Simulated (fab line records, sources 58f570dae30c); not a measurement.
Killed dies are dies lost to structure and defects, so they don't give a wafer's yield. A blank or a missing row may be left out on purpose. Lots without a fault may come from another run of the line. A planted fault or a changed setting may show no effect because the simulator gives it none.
fab line records | flow berkeley_cmos170
record lots=14 wafers=42 last_day=12
route steps=331 shown V2@306
lots that met no fault: from a run of the same line without faults
start_h: hours from the record's first day to the start of the lot's first wafer shown | wait_h: hours since the lot's step before | " the same as in the row above | L1.1+2: a row that stands for several wafers | - no value, or no start given | * or withheld: withheld | < > ~ a bound
route shown NAME@n: a module of which the file shows steps, and the number in the route of the first | usual: mean/standard deviation of fault-free wafers | same: alike in all rows | chamber/n: place in a boat | sites: the reading at each site | _std_site: their standard deviation | _edge_site: outer sites' mean less inner sites' | radius_mm: how far each site lies from the wafer's centre | mask NAME#n: copy n | behind: the tool/chamber that last shaped the wafer | hold: why the lot was held/for how many hours/how that ended | device: the transistor (n, p or np) that didn't switch | end of line: the same wafers' tests at the end of the route | a step without rows: its recipe alone | killed: dies lost to structure and defects at the first sort, not the wafer's yield | map: a wafer's dies, x killed, . not, _ none there
set.NAME: the setting as run; set.NAME@STEP: as run at that earlier step | model.NAME: the simulator's own value behind a step, which no gauge read
steps of the route over a sample of lots; a table a step, a row a wafer
services: from which hour (start_h, from the record's first day; less than 0 if before it) a tool's chamber was out of use, for how many hours, and why
## steps
# step UCB170_V2_ETCH_14
# recipe chemistry=CHF3/CF4/Ar target=SiO2 stop_on=Al CHF3_flow_sccm=45 cf4_flow_sccm=15 Ar_flow_sccm=150 pressure_mtorr=200 rf_w=700 target_depth_a=12500 over_etch_frac=0.25 time_s=291
# usual chamber_pressure_mTorr=200.00/0.17 drypump_motor_current_A=5.9/0.43 oes_product_au=0.872/0.0079 run_length_s=319.2/0.52 throttle_valve_pct=7.00/0.12
# columns lot.wafer tool chamber start_h wait_h chamber_pressure_mTorr drypump_motor_current_A oes_product_au rf_hours_counter_h run_length_s throttle_valve_pct
L913.1 rie_diel-02 0 159.22 0.0 200.22 6.3 0.857 144 319.1 6.86
L913.2 " 2 " " 200.03 6.7 0.886 50 319.5 6.90
L913.6 " 1 " " 200.07 5.2 0.877 - 318.5 6.99
L914.1 rie_diel-04 2 159.47 0.0 199.84 6.0 0.860 136 318.3 7.18
L914.2 " 3 " " 200.22 6.4 0.880 50 319.2 7.11
L914.3 " 1 " " 199.88 5.6 0.868 15 319.9 7.08
L918.1 rie_diel-02 2 175.79 0.0 200.15 6.7 0.875 51 319.3 6.92
L918.2 " 1 " " 199.87 5.2 0.883 7 318.7 7.00
L918.6 " 2 " " 200.03 6.6 0.871 - 319.2 6.91
L917.3 rie_diel-04 0 176.07 0.0 200.05 5.9 0.866 45 318.7 7.10
L917.4 " 1 " " 200.03 5.7 0.867 16 320.2 7.10
L917.6 " 3 " " 199.84 6.3 0.879 - 319.6 7.10
L919.2 rie_diel-04 3 200.58 0.0 200.10 6.3 0.877 52 319.5 7.12
L919.5 " 1 " " 199.90 5.6 0.866 - 319.6 7.10
L919.6 " 0 " " 199.94 5.9 0.872 - 318.8 7.10
L920.1 rie_diel-04 1 202.29 0.0 199.87 5.7 0.879 18 319.4 7.08
L920.2 " 3 " " 199.93 6.4 0.877 52 319.4 7.11
L920.6 " 2 " " 199.83 6.0 0.870 - 318.3 7.17
L923.4 rie_diel-04 2 206.27 0.0 199.94 6.0 0.867 138 318.3 7.16
L923.5 " 2 " " 199.66 6.0 0.867 - 318.7 7.16
L923.6 " 1 " " 199.86 5.6 0.868 - 319.5 7.10
L922.3 rie_diel-02 1 206.88 0.0 199.68 5.2 0.879 9 318.4 6.99
L922.4 " 1 " " 199.97 5.2 0.877 - 318.2 7.00
L922.6 " 2 " " 200.18 6.6 0.880 - 319.5 6.90
L924.1 rie_diel-02 2 214.17 0.0 199.87 6.7 0.880 53 319.5 6.89
L924.2 " 3 " " 199.82 6.0 0.870 88 318.6 6.82
L924.3 " 1 " " 200.01 5.2 0.887 9 318.4 7.01
L926.2 rie_diel-02 3 230.95 0.0 200.69 5.9 1.012 89 260.9 6.80
L926.4 " 1 " " 199.79 5.2 1.001 - 260.4 6.99
L926.6 " 0 " " 200.15 6.3 0.987 - 261.9 6.85
L927.1 rie_diel-04 1 231.17 0.0 199.91 5.7 0.868 19 319.6 7.09
L927.2 " 3 " " 200.01 6.4 0.885 53 319.2 7.10
L927.4 " 0 " " 199.89 5.9 0.867 47 318.8 7.10
L931.3 rie_diel-02 2 257.55 0.0 199.96 6.7 1.015 54 261.7 6.90
L931.5 " 2 " " 199.93 6.7 1.016 - 261.7 6.93
L931.6 " 3 " " 200.24 6.0 1.010 - 261.7 6.83
L934.1 rie_diel-01 2 276.72 0.0 200.03 6.0 0.869 76 320.3 6.87
L934.5 " 3 " " 200.27 5.1 0.867 - 320.2 6.94
L934.6 " 0 " " 199.88 5.7 0.876 - 319.2 7.01
L935.1 rie_diel-04 0 285.87 0.0 199.99 5.9 0.871 49 319.0 7.10
L935.2 " 1 " " 200.14 5.7 0.864 21 319.4 7.07
L935.5 " 1 " " 200.26 5.7 0.862 - 319.6 7.08
# step UCB170_V2_STRIP_15
# recipe chemistry=O2 power_w=400 pressure_mtorr=3500 platen_temp_c=withheld o2_flow_sccm=400 overash_fraction=0.5
# usual chamber_pressure_mTorr=3500/3.4 drypump_motor_current_A=5.6/0.5 oes_product_au=0.722/0.0044 strip_time_to_endpoint_s=15.33/0.1
# columns lot.wafer tool chamber start_h wait_h chamber_pressure_mTorr drypump_motor_current_A oes_product_au rf_hours_counter_h strip_time_to_endpoint_s
L913.1 plasma_asher-03 1 159.39 0.1 3500 5.2 0.714 4 15.37
L913.2 " 0 " " 3496 5.2 0.719 4 15.26
L913.6 " 1 " " 3502 5.3 0.724 - 15.35
L914.1 plasma_asher-03 1 159.64 0.1 3496 5.3 0.726 4 15.28
L914.2 " 0 " " 3503 5.2 0.722 4 15.32
L914.3 " 1 " " 3503 5.3 0.717 - 15.30
L918.1 plasma_asher-01 1 175.97 0.1 3500 6.4 0.721 43 15.18
L918.2 " 0 " " 3505 6.1 0.724 43 15.35
L918.6 " 0 " " 3495 6.1 0.721 - 15.19
L917.3 plasma_asher-03 1 176.28 0.1 3503 5.3 0.717 - 15.47
L917.4 " 0 " " 3495 5.2 0.716 - 15.46
L917.6 " 1 " " 3500 5.3 0.720 - 15.46
L919.2 plasma_asher-03 0 200.76 0.1 3501 5.2 0.723 8 15.24
L919.5 " 1 " " 3498 5.2 0.720 - 15.16
L919.6 " 0 " " 3499 5.2 0.719 - 15.10
L920.1 plasma_asher-02 0 202.47 0.1 3496 4.9 0.726 48 15.33
L920.2 " 1 " " 3497 5.7 0.715 48 15.33
L920.6 " 1 " " 3500 5.7 0.723 - 15.43
L923.4 plasma_asher-02 1 206.48 0.1 3504 5.7 0.717 - 15.25
L923.5 " 0 " " 3500 4.9 0.723 - 15.26
L923.6 " 1 " " 3498 5.7 0.716 - 15.39
L922.3 plasma_asher-03 1 207.10 0.1 3500 5.2 0.722 - 15.42
L922.4 " 0 " " 3500 5.2 0.720 - 15.30
L922.6 " 1 " " 3508 5.3 0.722 - 15.38
L924.1 plasma_asher-02 0 214.35 0.1 3499 5.0 0.722 49 15.47
L924.2 " 1 " " 3503 5.7 0.723 49 15.53
L924.3 " 0 " " 3505 4.9 0.724 - 15.52
L926.2 plasma_asher-01 0 231.13 0.1 3504 6.1 0.720 49 16.47
L926.4 " 1 " " 3500 6.4 0.723 - 16.62
L926.6 " 1 " " 3501 6.3 0.722 - 16.61
L927.1 plasma_asher-02 1 231.34 0.1 3496 5.7 0.724 51 15.35
L927.2 " 0 " " 3501 4.9 0.719 51 15.39
L927.4 " 1 " " 3501 5.7 0.734 - 15.32
L931.3 plasma_asher-02 1 257.76 0.1 3498 5.7 0.735 - 16.48
L931.5 " 1 " " 3505 5.7 0.720 - 16.49
L931.6 " 0 " " 3502 4.9 0.727 - 16.32
L934.1 plasma_asher-03 0 276.90 0.1 3499 5.2 0.721 15 15.36
L934.5 " 1 " " 3502 5.3 0.722 - 15.34
L934.6 " 0 " " 3503 5.2 0.724 - 15.13
L935.1 plasma_asher-02 1 286.05 0.1 3501 5.7 0.726 56 15.37
L935.2 " 0 " " 3497 4.9 0.726 56 15.36
L935.5 " 0 " " 3502 4.9 0.724 - 15.33
## services
# columns tool chamber start_h hours kind
plasma_asher-03 - 144.91 1.1 repair
rie_diel-04 2 162.04 7.4 repair
plasma_asher-03 - 164.81 1.9 repair
rie_diel-02 - 184.79 0.3 repair
rie_diel-02 0 193.69 - clean
rie_diel-02 0 193.69 26.3 scheduled_down
rie_diel-02 0 193.69 26.3 vent_cycle
rie_diel-04 - 198.78 0.8 repair
rie_diel-01 - 204.77 0.5 repair
rie_diel-01 2 206.85 33.7 repair
rie_diel-01 1 218.98 5.3 repair
rie_diel-02 2 225.12 16.6 repair
rie_diel-04 2 232.66 - clean
rie_diel-04 2 232.66 13.5 scheduled_down
rie_diel-04 2 232.66 13.5 vent_cycle
rie_diel-04 - 252.04 1.2 repair
## key
first_sign step=UCB170_V2_ETCH_14 reading=run_length_s direction=down sigmas=99+ usual=* struck=*
effect step=UCB170_V2_ETCH_14 reading=oes_product_au direction=up sigmas=17 usual=0.872 struck=1.007
effect step=UCB170_V2_STRIP_15 reading=strip_time_to_endpoint_s direction=up sigmas=12 usual=* struck=*
met_at UCB170_V2_ETCH_14
struck_lots L926,L931
later_rows_left_out L926.4,L926.6,L931.3,L931.5
sort_left_out L926.2,L926.4,L926.6,L931.3,L931.5,L931.6
onset_between 214.17 230.95
fault kind=process_parameter_drift tool=rie_diel-02 chamber=- onset_h=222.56 steps=UCB170_V2_ETCH_14 channel=time_s offset=* shape=step end_h=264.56 acts_in=* stated=*
# sort_left_out: the simulated sort isn't trusted on such a fault, so these wafers' sort isn't shown, and their yield isn't known
# later_rows_left_out: the simulator's readings of these wafers behind a module that went badly wrong aren't trusted and aren't shown, but for the sort
